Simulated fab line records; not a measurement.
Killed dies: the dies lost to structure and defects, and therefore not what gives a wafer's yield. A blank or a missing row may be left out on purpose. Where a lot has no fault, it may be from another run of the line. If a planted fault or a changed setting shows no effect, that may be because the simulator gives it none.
Which tool is to blame?    flow rit_cmos    at 1 step of a route of 202, 15 lots with 45 wafers sampled

== WHAT EACH GAUGE READ, for each wafer ==
The record holds no reading of a measuring or inspecting step that can be judged against a usual standard deviation.

== WHAT TOOL EACH LOT RAN ON (gives the tool, then ch and the chambers of the sampled wafers, and finally the start) ==
lot   RIT_GATE_EXPOSE_13
L129  iline_stepper-01 ch 0, day 2 16:04
L130  iline_stepper-01 ch 0, day 2 16:47
L131  iline_stepper-02 ch 0, day 3 03:22
L132  iline_stepper-02 ch 0, day 3 04:55
L133  iline_stepper-01 ch 0, day 3 08:52
L135  iline_stepper-02 ch 0, day 3 18:35
L136  iline_stepper-01 ch 0, day 4 00:20
L139  iline_stepper-01 ch 0, day 4 13:43
L141  iline_stepper-01, day 5 01:14
L142  iline_stepper-02, day 5 06:26
L143  iline_stepper-02, day 5 11:28
L149  iline_stepper-01 ch 0, day 6 15:56
L150  iline_stepper-01 ch 0, day 6 21:37
L151  iline_stepper-02 ch 0, day 7 01:48
L152  iline_stepper-02 ch 0, day 7 06:35
- RIT_GATE_EXPOSE_13: exposes mask M6, target cd 150 nm.

== WHAT THE TOOLS THEMSELVES READ (means of the sampled wafers that have a number; where no wafer has one, the mark that the record gives instead) ==
RIT_GATE_EXPOSE_13. Usual: exposure_dose_mJ_cm2 379.9, standard deviation 0.32; focus_offset_nm 0.0 nm, standard deviation 0.61.
lot   tool              exposure_dose_mJ_cm2  focus_offset_nm (nm)  flag
L129  iline_stepper-01  379.9                 -0.3                  
L130  iline_stepper-01  379.6                 0.5                   
L131  iline_stepper-02  379.6                 0.7                   
L132  iline_stepper-02  379.9                 -0.5                  
L133  iline_stepper-01  379.7                 -0.2                  
L135  iline_stepper-02  380.3                 0.5                   
L136  iline_stepper-01  379.7                 -1.0                  
L139  iline_stepper-01  379.9                 0.4                   
L141  iline_stepper-01  -                     -                     OFF
L142  iline_stepper-02  -                     -                     OFF
L143  iline_stepper-02  -                     -                     OFF
L149  iline_stepper-01  379.7                 -0.1                  
L150  iline_stepper-01  380.1                 -0.3                  
L151  iline_stepper-02  380.0                 -0.1                  
L152  iline_stepper-02  380.1                 0.2                   

== THE ANSWER, worked out from the rows above alone ==
Rule: take the mean of a lot's wafers that have a number; if it is more than 3 standard deviations from the usual mean, the lot is off. A lot without any number at a reading at which 4 lots or more have one is off too. Any other lot the step has rows for is counted as sound. The gauges are gone through in route order, then the tools' own readings, and for those a lot's mean is taken as printed above. At the first step where some lot is off, the reading lying furthest off is the one used; lots without a number count as furthest.
Off: L141, L142, L143 (RIT_GATE_EXPOSE_13, exposure_dose_mJ_cm2). Without a number there: L141, L142, L143.
A tool fits if, at that step or a process step before it, it ran every lot that is off, and no sound lot after the first of them. Of those tried, none fits.

== WHAT WAS PUT IN BY THE SIMULATOR ==
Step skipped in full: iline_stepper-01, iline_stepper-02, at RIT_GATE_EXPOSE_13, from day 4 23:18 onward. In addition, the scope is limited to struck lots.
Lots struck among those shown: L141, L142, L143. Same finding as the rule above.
